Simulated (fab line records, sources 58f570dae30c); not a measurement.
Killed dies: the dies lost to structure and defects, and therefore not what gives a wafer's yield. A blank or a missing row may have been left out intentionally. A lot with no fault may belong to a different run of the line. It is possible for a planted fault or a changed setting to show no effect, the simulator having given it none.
The tool behind it: which one? | flow berkeley cmos170 | 14 lots, 42 wafers sampled, at 3 steps of a route of 331

WHAT THE GAUGES SHOWED, per wafer
UCB170_GATE_THK_MEAS_02. Usual: for GATE_OXIDE_THK the level is 6.61 nm and the standard deviation is 0.11.
lot  | measured     | on            | GATE_OXIDE_THK (nm) | flag
L318 | day 6 21:48  | film metro-04 | 6.64 6.58 6.63      |
L320 | day 7 10:25  | film metro-02 | 6.65 6.79 6.73      |
L319 | day 7 10:26  | film metro-04 | 6.61 6.50 6.62      |
L322 | day 7 21:14  | film metro-04 | 6.69 6.64 6.78      |
L323 | day 8 05:53  | film metro-03 | 6.66 6.48 6.57      |
L326 | day 8 05:53  | film metro-04 | 6.62 6.50 6.44      |
L325 | day 8 05:54  | film metro-02 | 6.48 6.69 6.60      |
L324 | day 8 05:57  | film metro-02 | 6.60 6.50 6.61      |
L327 | day 8 22:05  | film metro-04 | 6.67 6.79 6.61      |
L328 | day 9 06:47  | film metro-03 | 6.45 6.50 6.46      |
L330 | day 9 06:50  | film metro-02 | 6.60 6.41 6.51      |
L334 | day 10 17:31 | film metro-04 | 6.53 6.54 6.63      |
L337 | day 10 17:35 | film metro-03 | 6.62 6.58 6.68      |
L339 | day 11 06:16 | film metro-04 | 6.43 6.45 6.43      |

UCB170_GATE_CD_MEAS_90: target cd 350 nm. Usual: cd nm reads 350.3 nm (standard deviation 1.4).
lot  | measured     | on        | cd nm (nm)        | flag
L318 | day 7 07:11  | cd sem-01 | 351.3 351.6 350.7 |
L320 | day 7 19:01  | cd sem-01 | 350.3 350.2 347.6 |
L319 | day 7 19:41  | cd sem-01 | 351.7 351.9 350.6 |
L322 | day 8 09:02  | cd sem-02 | 350.6 350.2 351.0 |
L323 | day 8 15:34  | cd sem-02 | 350.7 350.2 349.0 |
L326 | day 8 15:02  | cd sem-02 | 351.9 350.7 350.3 |
L325 | day 8 14:44  | cd sem-02 | 348.0 347.4 348.9 |
L324 | day 8 15:29  | cd sem-01 | 349.7 349.2 350.5 |
L327 | day 9 07:42  | cd sem-01 | 348.5 349.4 350.0 |
L328 | day 9 16:42  | cd sem-01 | 351.5 352.5 352.2 |
L330 | day 9 16:25  | cd sem-01 | 351.3 350.2 352.5 |
L334 | day 11 01:11 | cd sem-01 | 350.6 351.2 351.9 |
L337 | day 11 02:09 | cd sem-02 | 348.5 346.5 348.7 |
L339 | day 11 16:26 | cd sem-02 | 350.7 350.4 351.2 |

UCB170_NSD_CD_MEAS_06: target cd 1200 nm. Usual: cd nm reads 1199.9 nm (standard deviation 1.4).
lot  | measured     | on        | cd nm (nm)           | flag
L318 | day 7 19:53  | cd sem-02 | 1199.8 1199.1 1199.4 |
L320 | day 8 11:27  | cd sem-02 | 1200.4 1199.4 1198.6 |
L319 | day 8 11:53  | cd sem-01 | 1200.4 1202.4 1201.0 |
L322 | day 9 04:12  | cd sem-02 | 1201.6 1200.2 1200.8 |
L323 | day 9 05:00  | cd sem-02 | 1202.2 1201.2 1201.9 |
L326 | day 9 04:48  | cd sem-01 | 1200.0 1199.9 1200.5 |
L325 | day 9 04:45  | cd sem-02 | 1200.4 1202.3 1200.5 |
L324 | day 9 05:14  | cd sem-02 | 1198.3 1197.7 1196.4 |
L327 | day 9 21:49  | cd sem-02 | 1199.0 1198.4 1198.2 |
L328 | day 10 07:35 | cd sem-02 | 1200.5 1201.2 1200.8 |
L330 | day 10 07:13 | cd sem-02 | 1200.8 1200.7 1200.7 |
L334 | day 11 17:28 | cd sem-02 | 1200.2 1200.7 1200.6 |
L337 | day 11 16:55 | cd sem-01 | 1198.8 1198.6 1199.0 |
L339 | day 12 09:22 | cd sem-02 | 1198.7 1198.0 1199.1 |

WHICH TOOL RAN EACH LOT (tool, then ch and the chambers of the sampled wafers, then the start)
Before these readings, the record contains no process step.

WHAT THE TOOLS THEMSELVES READ (means of the sampled wafers that have a number; where no wafer has one, the mark that the record gives instead)
The record holds no such reading with a usual standard deviation.

THE ANSWER, worked out from the rows above alone
Rule: lot off if the mean of its wafers having a number is beyond 3 standard deviations from the usual mean. A lot without any number at a reading at which 4 lots or more have one is off too. Any other lot the step has rows for is counted as sound. First the gauges in route order, then the tools' own readings, where a lot's mean is used as printed above. At the first step where some lot is off, the reading lying furthest off is the one used; lots without a number count as furthest.
None of the lots is off at any reading shown; this tells nothing.

WHAT THE SIMULATOR HAD PUT IN
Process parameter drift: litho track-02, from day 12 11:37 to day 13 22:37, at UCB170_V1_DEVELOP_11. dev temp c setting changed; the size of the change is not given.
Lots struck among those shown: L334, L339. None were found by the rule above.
